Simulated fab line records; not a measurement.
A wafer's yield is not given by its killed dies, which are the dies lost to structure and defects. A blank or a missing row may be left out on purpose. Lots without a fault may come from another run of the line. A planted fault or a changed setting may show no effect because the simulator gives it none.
What tool caused it? -- flow berkeleyCmos170 -- 24 lots with 72 wafers sampled at 6 steps, on a route of 331 steps

WHAT EACH GAUGE READ, for each wafer
UCB170_PWELL_TW_MEAS_17.
lot,measured,on,PWELL_TW
L074,day 3 00:30,filmMetro-04,379 378 376
L075,day 3 11:37,filmMetro-04,377 376 376
L076,day 3 11:55,filmMetro-04,377 378 378
L077,day 3 17:22,filmMetro-03,377 376 377
L079,day 4 00:38,filmMetro-02,384 386 385
L078,day 4 00:05,filmMetro-03,380 379 381
L080,day 4 13:30,filmMetro-02,386 386 384
L082,day 4 20:30,filmMetro-02,387 386 386
L081,day 4 20:33,filmMetro-04,375 378 375
L083,day 5 03:17,filmMetro-02,382 387 384
L084,day 5 03:25,filmMetro-04,378 378 380
L085,day 5 08:17,filmMetro-02,383 382 384
L086,day 5 08:19,filmMetro-03,382 380 379
L087,day 5 14:15,filmMetro-04,377 379 376
L088,day 6 02:59,filmMetro-02,384 382 384
L089,day 6 02:45,filmMetro-03,377 375 377
L090,day 6 02:22,filmMetro-04,375 376 374
L091,day 6 11:25,filmMetro-04,375 376 379
L092,day 6 22:41,filmMetro-04,373 374 375
L093,day 7 02:23,filmMetro-04,375 378 376
L094,day 7 09:27,filmMetro-04,375 375 379
L095,day 7 09:44,filmMetro-03,376 379 376
L096,day 7 19:19,filmMetro-03,378 376 378
L097,day 8 01:56,filmMetro-04,376 373 374

UCB170_ACTIVE_CD_MEAS_13 targets a cd of 1200 nm.
lot,measured,on,cdNm (nm)
L074,day 4 07:02,cdSem-02,1201.2 1201.5 1201.2
L075,day 4 18:04,cdSem-02,1202.3 1199.4 1201.0
L076,day 4 17:52,cdSem-01,1196.6 1197.3 1196.6
L077,day 4 18:20,cdSem-02,1200.5 1199.5 1200.2
L079,day 5 06:12,cdSem-02,1202.8 1201.2 1200.5
L078,day 5 02:16,cdSem-01,1202.6 1202.3 1203.5
L080,day 5 11:25,cdSem-01,1199.3 1199.0 1200.9
L082,day 6 00:55,cdSem-02,1198.1 1197.5 1198.7
L081,day 6 00:53,cdSem-01,1199.9 1199.9 1199.5
L083,day 6 06:23,cdSem-02,1198.3 1198.7 1197.6
L084,day 6 05:40,cdSem-02,1200.4 1202.7 1202.2
L085,day 6 06:26,cdSem-01,1199.7 1198.6 1199.8
L086,day 6 05:49,cdSem-01,1199.5 1200.7 1199.4
L087,day 6 19:59,cdSem-02,1201.2 1202.3 1201.5
L088,day 7 14:05,cdSem-02,1200.9 1200.2 1200.7
L089,day 7 14:14,cdSem-02,1202.1 1200.7 1200.9
L090,day 7 09:38,cdSem-02,1200.1 1201.4 1201.2
L091,day 7 18:28,cdSem-02,1198.9 1198.4 1199.2
L092,day 8 02:34,cdSem-02,1202.2 1201.2 1200.9
L093,day 8 06:31,cdSem-02,1200.2 1201.6 1201.3
L094,day 8 14:02,cdSem-02,1201.0 1200.3 1200.8
L095,day 8 14:17,cdSem-01,1197.7 1197.1 1196.6
L096,day 9 07:38,cdSem-01,1200.4 1200.5 1200.2
L097,day 9 07:32,cdSem-02,1200.7 1202.2 1200.9

UCB170_PVT_OVL_MEAS_06.
lot,measured,on,PVT_OVL (nm)
L074,day 5 10:56,overlay-01,8 3 5
L075,day 5 23:14,overlay-01,3 4 -3
L076,day 5 22:42,overlay-01,0 1 -1
L077,day 5 23:31,overlay-02,-1 -7 -6
L079,day 6 16:30,overlay-02,-4 4 -7
L078,day 6 10:45,overlay-01,-10 -1 -1
L080,day 6 22:35,overlay-02,-9 -10 -13
L082,day 7 10:32,overlay-01,10 5 8
L081,day 7 10:14,overlay-02,-1 3 -2
L083,day 7 18:59,overlay-02,2 11 0
L084,day 7 19:16,overlay-02,-2 1 -1
L085,day 7 18:37,overlay-01,-6 0 4
L086,day 7 19:11,overlay-01,-5 -2 -6
L087,day 8 04:44,overlay-01,3 -2 4
L088,day 8 22:25,overlay-01,-4 -7 -16
L089,day 8 22:38,overlay-01,-2 -2 -1
L090,day 8 22:03,overlay-01,-7 -6 -2
L091,day 9 03:51,overlay-01,7 6 5
L092,day 9 09:29,overlay-02,1 2 2
L093,day 9 21:51,overlay-01,0 -11 2
L094,day 10 08:09,overlay-01,0 2 -6
L095,day 10 08:31,overlay-02,2 -5 -9
L096,day 10 18:05,overlay-01,-1 -6 -2
L097,day 10 18:50,overlay-01,-7 -5 -7

UCB170_GATE_CD_MEAS_12 targets a cd of 350 nm.
lot,measured,on,cdNm (nm)
L074,day 5 22:20,cdSem-02,351.7 350.6 351.8
L075,day 6 09:39,cdSem-02,349.1 349.6 351.1
L076,day 6 09:41,cdSem-01,348.1 350.7 350.6
L077,day 6 09:22,cdSem-02,350.2 350.6 351.0
L079,day 7 03:14,cdSem-01,350.3 348.9 350.4
L078,day 7 02:59,cdSem-01,350.3 349.8 349.9
L080,day 7 11:04,cdSem-02,350.6 350.6 351.5
L082,day 7 23:10,cdSem-01,351.4 350.6 351.2
L081,day 7 23:23,cdSem-01,349.0 349.8 350.0
L083,day 8 08:15,cdSem-01,351.0 349.8 350.5
L084,day 8 08:33,cdSem-02,350.4 349.9 349.0
L085,day 8 08:22,cdSem-02,351.5 351.9 349.6
L086,day 8 08:07,cdSem-01,348.3 349.0 349.2
L087,day 8 17:58,cdSem-01,349.5 350.1 348.6
L088,day 9 13:00,cdSem-01,349.6 349.2 349.1
L089,day 9 13:17,cdSem-01,348.5 349.1 349.3
L090,day 9 12:41,cdSem-01,348.8 348.0 347.6
L091,day 9 17:44,cdSem-02,350.2 349.7 350.3
L092,day 10 00:43,cdSem-02,350.3 350.6 350.0
L093,day 10 12:47,cdSem-02,349.9 349.5 348.9
L094,day 10 20:34,cdSem-01,350.3 351.8 348.5
L095,day 10 20:26,cdSem-01,347.6 347.8 347.9
L096,day 11 05:29,cdSem-01,349.2 348.2 349.9
L097,day 11 05:48,cdSem-02,350.0 349.0 350.0

EACH LOT AND THE TOOL THAT RAN IT (in order: tool; ch and the chambers of the sampled wafers; start)
lot,UCB170_ZERO_ETCH_06,UCB170_NWELL_STRIP_15
L074,"rieDiel-01 ch 2,3, day 1 21:25","plasmaAsher-04 ch 0, day 2 08:11"
L075,"rieDiel-01 ch 0,2,3, day 2 02:25","plasmaAsher-02 ch 0,1, day 2 15:56"
L076,"rieDiel-02 ch 0,2, day 2 03:41","plasmaAsher-04 ch 0,1, day 2 15:44"
L077,"rieDiel-02 ch 1,3, day 2 09:31","plasmaAsher-04 ch 0,1, day 2 21:50"
L079,"rieDiel-01 ch 2,3, day 2 17:05","plasmaAsher-02 ch 0,1, day 3 07:03"
L078,"rieDiel-02 ch 1,3, day 2 17:10","plasmaAsher-04 ch 1, day 3 06:20"
L080,"rieDiel-01 ch 0,1,2, day 3 03:19","plasmaAsher-01 ch 0,1, day 3 19:00"
L082,"rieDiel-03 ch 1,3, day 3 11:37","plasmaAsher-04 ch 0,1, day 4 00:44"
L081,"rieDiel-01 ch 1,2,3, day 3 11:47","plasmaAsher-01 ch 1, day 4 00:29"
L083,"rieDiel-01 ch 0,2,3, day 3 19:21","plasmaAsher-01 ch 0,1, day 4 10:37"
L084,"rieDiel-02 ch 0,1, day 3 23:34","plasmaAsher-04 ch 0,1, day 4 10:52"
L085,"rieDiel-03 ch 0,2,3, day 4 03:10","plasmaAsher-02 ch 0,1, day 4 17:17"
L086,"rieDiel-02 ch 1,3, day 4 06:55","plasmaAsher-04 ch 0,1, day 4 17:26"
L087,"rieDiel-02 ch 0,1, day 4 14:30","plasmaAsher-04 ch 0,1, day 5 00:19"
L088,"rieDiel-01 ch 0,2, day 4 18:37","plasmaAsher-02 ch 0,1, day 5 05:35"
L089,"rieDiel-03 ch 0,1,3, day 4 21:04","plasmaAsher-01 ch 0,1, day 5 06:37"
L090,"rieDiel-01 ch 0,3, day 5 01:03","plasmaAsher-04 ch 0,1, day 5 09:02"
L091,"rieDiel-02 ch 2,3, day 5 06:41","plasmaAsher-02 ch 0,1, day 5 18:40"
L092,"rieDiel-03 ch 0,1,2, day 5 10:58","plasmaAsher-04 ch 0,1, day 6 01:00"
L093,"rieDiel-03 ch 1,2, day 5 15:25","plasmaAsher-02 ch 0,1, day 6 04:01"
L094,"rieDiel-03 ch 0,1, day 6 00:59","plasmaAsher-02 ch 0,1, day 6 12:58"
L095,"rieDiel-03 ch 1,2, day 6 05:59","plasmaAsher-04 ch 0,1, day 6 17:54"
L096,"rieDiel-02 ch 2,3, day 6 10:40","plasmaAsher-02 ch 0,1, day 7 01:55"
L097,"rieDiel-03 ch 0,1, day 6 13:40","plasmaAsher-02 ch 0,1, day 7 08:06"
- UCB170_ZERO_ETCH_06: etches SiO2 in CHF3/CF4/Ar, time 12 s.
- UCB170_NWELL_STRIP_15: strips in O2.

AS READ BY THE TOOLS THEMSELVES (means over the sampled wafers that have a number; for cases with no such wafer, the mark the record gives instead)
UCB170_ZERO_ETCH_06.
lot,tool,CHF3_flow_sccm (sccm),drypumpMotorCurrentA (A),oesProductAu (a.u.),throttleValvePct (%)
L074,rieDiel-01,49.94,5.5,0.617,9.20
L075,rieDiel-01,49.91,5.6,0.618,9.29
L076,rieDiel-02,50.07,5.2,0.630,9.36
L077,rieDiel-02,50.05,5.2,0.623,9.28
L079,rieDiel-01,49.84,5.5,0.610,9.20
L078,rieDiel-02,49.97,5.5,0.626,9.30
L080,rieDiel-01,49.99,5.5,0.606,9.29
L082,rieDiel-03,49.88,5.8,0.621,9.28
L081,rieDiel-01,50.16,5.6,0.609,9.26
L083,rieDiel-01,50.07,5.6,0.617,9.29
L084,rieDiel-02,50.02,4.9,0.624,9.30
L085,rieDiel-03,50.04,5.6,0.621,9.17
L086,rieDiel-02,50.00,5.2,0.625,9.27
L087,rieDiel-02,49.87,5.0,0.621,9.30
L088,rieDiel-01,50.07,5.5,0.615,9.34
L089,rieDiel-03,49.90,5.8,0.629,9.20
L090,rieDiel-01,49.87,5.7,0.621,9.34
L091,rieDiel-02,50.17,5.8,0.618,9.31
L092,rieDiel-03,50.08,5.9,0.626,9.21
L093,rieDiel-03,50.02,5.8,0.627,9.27
L094,rieDiel-03,50.02,5.9,0.628,9.14
L095,rieDiel-03,50.00,5.8,0.627,9.26
L096,rieDiel-02,50.24,5.8,0.616,9.30
L097,rieDiel-03,49.99,5.9,0.626,9.14

UCB170_NWELL_STRIP_15.
lot,tool,drypumpMotorCurrentA (A),oesProductAu (a.u.),stripTimeToEndpointS (s)
L074,plasmaAsher-04,5.54,0.724,17.84
L075,plasmaAsher-02,5.60,0.723,17.92
L076,plasmaAsher-04,5.65,0.721,18.17
L077,plasmaAsher-04,5.66,0.721,18.03
L079,plasmaAsher-02,5.59,0.725,18.00
L078,plasmaAsher-04,5.91,0.723,18.08
L080,plasmaAsher-01,5.44,0.722,18.11
L082,plasmaAsher-04,5.78,0.716,18.11
L081,plasmaAsher-01,5.66,0.716,17.98
L083,plasmaAsher-01,5.23,0.724,18.13
L084,plasmaAsher-04,5.66,0.724,18.10
L085,plasmaAsher-02,5.61,0.723,18.06
L086,plasmaAsher-04,5.68,0.717,17.97
L087,plasmaAsher-04,5.79,0.717,18.00
L088,plasmaAsher-02,5.68,0.722,18.01
L089,plasmaAsher-01,5.23,0.718,18.03
L090,plasmaAsher-04,5.67,0.720,18.03
L091,plasmaAsher-02,5.69,0.721,18.01
L092,plasmaAsher-04,5.79,0.719,18.05
L093,plasmaAsher-02,5.60,0.724,18.07
L094,plasmaAsher-02,5.60,0.723,18.04
L095,plasmaAsher-04,5.66,0.721,17.95
L096,plasmaAsher-02,5.70,0.721,18.16
L097,plasmaAsher-02,5.59,0.720,18.03

THE ANSWER, worked out from the rows above alone
Rule: usual is defined by the lots themselves. The widest of any qualifying gaps counts: lots, ordered by their means at a reading, are off when they make up no more than a third of the lots, leave a main group of 4 or more, and stand apart from it by 3 or more times the standard deviation of that group's means. A main group whose means are all the same, to the digits that the tables above print for the reading, isn't used. Also off: a lot with no number at a reading for which 4 or more lots have one. Any other lot the step has rows for is counted as sound. The gauges are gone through in route order, then the tools' own readings, and for those a lot's mean is taken as printed above. At the first step where some lot is off, the reading lying furthest off is the one used; lots without a number count as furthest.
Nothing can be told from this: no lot is off at any reading shown.

WHAT WAS PUT IN BY THE SIMULATOR
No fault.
